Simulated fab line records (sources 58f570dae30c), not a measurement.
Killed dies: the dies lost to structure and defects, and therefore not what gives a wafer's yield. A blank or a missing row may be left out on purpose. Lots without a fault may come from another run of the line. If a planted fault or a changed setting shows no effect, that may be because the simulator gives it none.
The tool behind it: which one? :: flow berkeley-cmos170 :: 13 lots, 39 wafers sampled, at 6 steps of a route of 331

WHAT EACH GAUGE READ, for each wafer
UCB170_NWELL_OVL_MEAS_12.
lot: L884
measured: day 2 07:35
on: overlay-01
NWELL_OVL (nm): 1 2 8

lot: L885
measured: day 2 10:52
on: overlay-01
NWELL_OVL (nm): 3 -7 -2

lot: L886
measured: day 2 16:35
on: overlay-02
NWELL_OVL (nm): -10 -2 -1

lot: L889
measured: day 3 12:08
on: overlay-02
NWELL_OVL (nm): 3 -2 2

lot: L891
measured: day 3 18:49
on: overlay-02
NWELL_OVL (nm): -5 2 -1

lot: L890
measured: day 3 18:59
on: overlay-01
NWELL_OVL (nm): -9 -2 -11

lot: L893
measured: day 4 09:14
on: overlay-02
NWELL_OVL (nm): -11 -11 -8

lot: L895
measured: day 4 20:17
on: overlay-02
NWELL_OVL (nm): -6 -6 -7

lot: L897
measured: day 5 06:40
on: overlay-01
NWELL_OVL (nm): - - -

lot: L901
measured: day 5 23:56
on: overlay-02
NWELL_OVL (nm): 4 2 0

lot: L905
measured: day 6 12:15
on: overlay-02
NWELL_OVL (nm): -4 -2 4

lot: L906
measured: day 6 22:56
on: overlay-01
NWELL_OVL (nm): 4 7 8

lot: L907
measured: day 6 23:13
on: overlay-01
NWELL_OVL (nm): -4 -5 -2

UCB170_NWELL_TW_MEAS_16.
lot: L884
measured: day 2 07:59
on: film-metro-04
NWELL_TW: 1261 1256 1257

lot: L885
measured: day 2 11:15
on: film-metro-04
NWELL_TW: 1261 1260 1260

lot: L886
measured: day 2 16:58
on: film-metro-04
NWELL_TW: 1254 1248 1251

lot: L889
measured: day 3 12:31
on: film-metro-02
NWELL_TW: 1235 1228 1228

lot: L891
measured: day 3 19:12
on: film-metro-04
NWELL_TW: 1243 1249 1248

lot: L890
measured: day 3 19:22
on: film-metro-02
NWELL_TW: 1240 1237 1228

lot: L893
measured: day 4 09:37
on: film-metro-02
NWELL_TW: 1233 1233 1233

lot: L895
measured: day 4 20:41
on: film-metro-04
NWELL_TW: 1249 1249 1249

lot: L897
measured: day 5 07:04
on: film-metro-02
NWELL_TW: 30 30 30

lot: L901
measured: day 6 00:23
on: film-metro-01
NWELL_TW: 1221 1223 1223

lot: L905
measured: day 6 12:38
on: film-metro-04
NWELL_TW: 1245 1250 1247

lot: L906
measured: day 6 23:19
on: film-metro-01
NWELL_TW: 1222 1224 1223

lot: L907
measured: day 6 23:36
on: film-metro-04
NWELL_TW: 1251 1248 1248

UCB170_ACTIVE_THK_MEAS_03.
lot: L884
measured: day 3 23:17
on: film-metro-02
ACTIVE_OXIDE_THK (nm): 26.8 26.7 27.1

lot: L885
measured: day 4 05:04
on: film-metro-03
ACTIVE_OXIDE_THK (nm): 26.1 26.1 26.0

lot: L886
measured: day 4 05:03
on: film-metro-02
ACTIVE_OXIDE_THK (nm): 26.1 26.7 26.0

lot: L889
measured: day 5 00:44
on: film-metro-03
ACTIVE_OXIDE_THK (nm): 26.3 26.1 26.4

lot: L891
measured: day 5 10:41
on: film-metro-01
ACTIVE_OXIDE_THK (nm): 26.5 26.0 26.5

lot: L890
measured: day 5 10:41
on: film-metro-03
ACTIVE_OXIDE_THK (nm): 26.3 26.2 26.1

lot: L893
measured: day 5 21:53
on: film-metro-02
ACTIVE_OXIDE_THK (nm): 25.8 25.8 26.1

lot: L895
measured: day 6 06:10
on: film-metro-01
ACTIVE_OXIDE_THK (nm): 26.2 26.2 25.9

lot: L901
measured: day 7 06:40
on: film-metro-01
ACTIVE_OXIDE_THK (nm): 26.3 26.8 26.8

lot: L905
measured: day 8 06:58
on: film-metro-02
ACTIVE_OXIDE_THK (nm): 26.8 26.8 27.0

lot: L906
measured: day 8 12:34
on: film-metro-02
ACTIVE_OXIDE_THK (nm): 26.6 26.4 26.9

lot: L907
measured: day 8 12:34
on: film-metro-01
ACTIVE_OXIDE_THK (nm): 26.3 26.0 26.2

UCB170_NLDD_OVL_MEAS_07.
lot: L884
measured: day 6 13:40
on: overlay-01
NLDD_OVL (nm): 1 -1 2

lot: L885
measured: day 6 19:42
on: overlay-02
NLDD_OVL (nm): -1 6 -1

lot: L886
measured: day 6 19:17
on: overlay-01
NLDD_OVL (nm): 27 22 20

lot: L889
measured: day 7 12:31
on: overlay-01
NLDD_OVL (nm): 0 -7 3

lot: L891
measured: day 7 23:44
on: overlay-02
NLDD_OVL (nm): -3 -3 -4

lot: L890
measured: day 8 00:38
on: overlay-02
NLDD_OVL (nm): 10 6 4

lot: L893
measured: day 8 09:56
on: overlay-02
NLDD_OVL (nm): -12 -5 -6

lot: L895
measured: day 8 23:53
on: overlay-02
NLDD_OVL (nm): 12 5 13

lot: L901
measured: day 9 15:21
on: overlay-01
NLDD_OVL (nm): -1 4 1

lot: L905
measured: day 10 17:57
on: overlay-01
NLDD_OVL (nm): -6 -6 5

lot: L906
measured: day 10 18:23
on: overlay-01
NLDD_OVL (nm): -8 7 -3

lot: L907
measured: day 11 01:03
on: overlay-01
NLDD_OVL (nm): -2 -14 -10

UCB170_NSD_CD_MEAS_06: target cd 1200 nm.
lot: L884
measured: day 6 20:08
on: cd-sem-01
cd-nm (nm): 1199.1 1199.4 1198.9

lot: L885
measured: day 7 06:19
on: cd-sem-02
cd-nm (nm): 1199.7 1199.1 1198.8

lot: L886
measured: day 7 05:18
on: cd-sem-02
cd-nm (nm): 1198.9 1198.5 1199.2

lot: L889
measured: day 8 00:11
on: cd-sem-01
cd-nm (nm): 1199.1 1199.2 1198.7

lot: L891
measured: day 8 09:46
on: cd-sem-02
cd-nm (nm): 1200.4 1199.8 1199.5

lot: L890
measured: day 8 09:14
on: cd-sem-02
cd-nm (nm): 1201.5 1200.2 1201.8

lot: L893
measured: day 8 18:29
on: cd-sem-01
cd-nm (nm): 1198.8 1199.4 1199.7

lot: L895
measured: day 9 09:43
on: cd-sem-01
cd-nm (nm): 1199.3 1201.1 1200.0

lot: L901
measured: day 10 00:53
on: cd-sem-01
cd-nm (nm): 1198.8 1200.5 1200.2

lot: L905
measured: day 11 00:56
on: cd-sem-01
cd-nm (nm): 1202.1 1200.8 1202.1

lot: L906
measured: day 11 06:21
on: cd-sem-02
cd-nm (nm): 1201.6 1203.0 1201.7

lot: L907
measured: day 11 11:29
on: cd-sem-02
cd-nm (nm): 1199.3 1199.9 1200.0

WHAT TOOL EACH LOT RAN ON (gives the tool, then ch and the chambers of the sampled wafers, and finally the start)
lot: L884
UCB170_NWELL_EXPOSE_09: krf-scanner-01 ch 0, day 2 07:13

lot: L885
UCB170_NWELL_EXPOSE_09: krf-scanner-02 ch 0, day 2 10:29

lot: L886
UCB170_NWELL_EXPOSE_09: krf-scanner-02 ch 0, day 2 16:11

lot: L889
UCB170_NWELL_EXPOSE_09: krf-scanner-02 ch 0, day 3 11:19

lot: L891
UCB170_NWELL_EXPOSE_09: krf-scanner-02 ch 0, day 3 17:58

lot: L890
UCB170_NWELL_EXPOSE_09: krf-scanner-01 ch 0, day 3 18:14

lot: L893
UCB170_NWELL_EXPOSE_09: krf-scanner-02 ch 0, day 4 08:50

lot: L895
UCB170_NWELL_EXPOSE_09: krf-scanner-01 ch 0, day 4 19:45

lot: L897
UCB170_NWELL_EXPOSE_09: krf-scanner-02 ch 0, day 5 06:18

lot: L901
UCB170_NWELL_EXPOSE_09: krf-scanner-02 ch 0, day 5 23:29

lot: L905
UCB170_NWELL_EXPOSE_09: krf-scanner-02 ch 0, day 6 11:32

lot: L906
UCB170_NWELL_EXPOSE_09: krf-scanner-02 ch 0, day 6 22:32

lot: L907
UCB170_NWELL_EXPOSE_09: krf-scanner-02 ch 0, day 6 22:40
- UCB170_NWELL_EXPOSE_09: exposes mask NWELL, target cd 3000 nm.

AS READ BY THE TOOLS THEMSELVES (means over the sampled wafers that have a number; for cases with no such wafer, the mark the record gives instead)
UCB170_NWELL_EXPOSE_09.
lot: L884
tool: krf-scanner-01
focus-offset-nm (nm): -0.4
stage-vel-mm-s (mm/s): 500.01

lot: L885
tool: krf-scanner-02
focus-offset-nm (nm): -0.1
stage-vel-mm-s (mm/s): 499.97

lot: L886
tool: krf-scanner-02
focus-offset-nm (nm): -0.1
stage-vel-mm-s (mm/s): 499.62

lot: L889
tool: krf-scanner-02
focus-offset-nm (nm): 0.3
stage-vel-mm-s (mm/s): 499.81

lot: L891
tool: krf-scanner-02
focus-offset-nm (nm): -0.1
stage-vel-mm-s (mm/s): 499.55

lot: L890
tool: krf-scanner-01
focus-offset-nm (nm): 0.5
stage-vel-mm-s (mm/s): 499.96

lot: L893
tool: krf-scanner-02
focus-offset-nm (nm): 0.4
stage-vel-mm-s (mm/s): 500.16

lot: L895
tool: krf-scanner-01
focus-offset-nm (nm): -0.5
stage-vel-mm-s (mm/s): 499.62

lot: L897
tool: krf-scanner-02
focus-offset-nm (nm): -0.0
stage-vel-mm-s (mm/s): 499.97

lot: L901
tool: krf-scanner-02
focus-offset-nm (nm): 0.7
stage-vel-mm-s (mm/s): 500.16

lot: L905
tool: krf-scanner-02
focus-offset-nm (nm): 0.5
stage-vel-mm-s (mm/s): 500.18

lot: L906
tool: krf-scanner-02
focus-offset-nm (nm): -0.4
stage-vel-mm-s (mm/s): 500.50

lot: L907
tool: krf-scanner-02
focus-offset-nm (nm): 0.0
stage-vel-mm-s (mm/s): 499.87

THE ANSWER, worked out from the rows above alone
Rule: usual is defined by the lots themselves. Put in order of their means at a reading, lots are off if they are a third of the lots or fewer, leave a main group of 4 or more, and stand apart from it by a gap of 3 or more times the standard deviation of the main group's means; of several such gaps the widest counts. A main group whose means are all the same, to the digits that the tables above print for the reading, isn't used. Also off: a lot with no number at a reading for which 4 or more lots have one. Where the step has rows for the other lots, those lots are counted as sound. Order of review: gauges by route order, followed by the tools' own readings, for which a lot's mean as printed above is used. The first step at which some lot is off is used, and at that step the reading that is off furthest; a lot without a number counts as furthest.
Off: L897, seen at UCB170_NWELL_OVL_MEAS_12 (NWELL_OVL). Without a number there: L897. The main group has a mean of -2 nm with a standard deviation of 4.5.
A tool fits if, at a process step before that reading, it ran every lot that is off, and no sound lot after the first of them. Not tried: the gauges at UCB170_NWELL_OVL_MEAS_12; whatever is off there is also off at UCB170_NWELL_TW_MEAS_16, on other tools, and gauge error can't account for it. No candidate that was tried fits.

WHAT WAS PUT IN BY THE SIMULATOR
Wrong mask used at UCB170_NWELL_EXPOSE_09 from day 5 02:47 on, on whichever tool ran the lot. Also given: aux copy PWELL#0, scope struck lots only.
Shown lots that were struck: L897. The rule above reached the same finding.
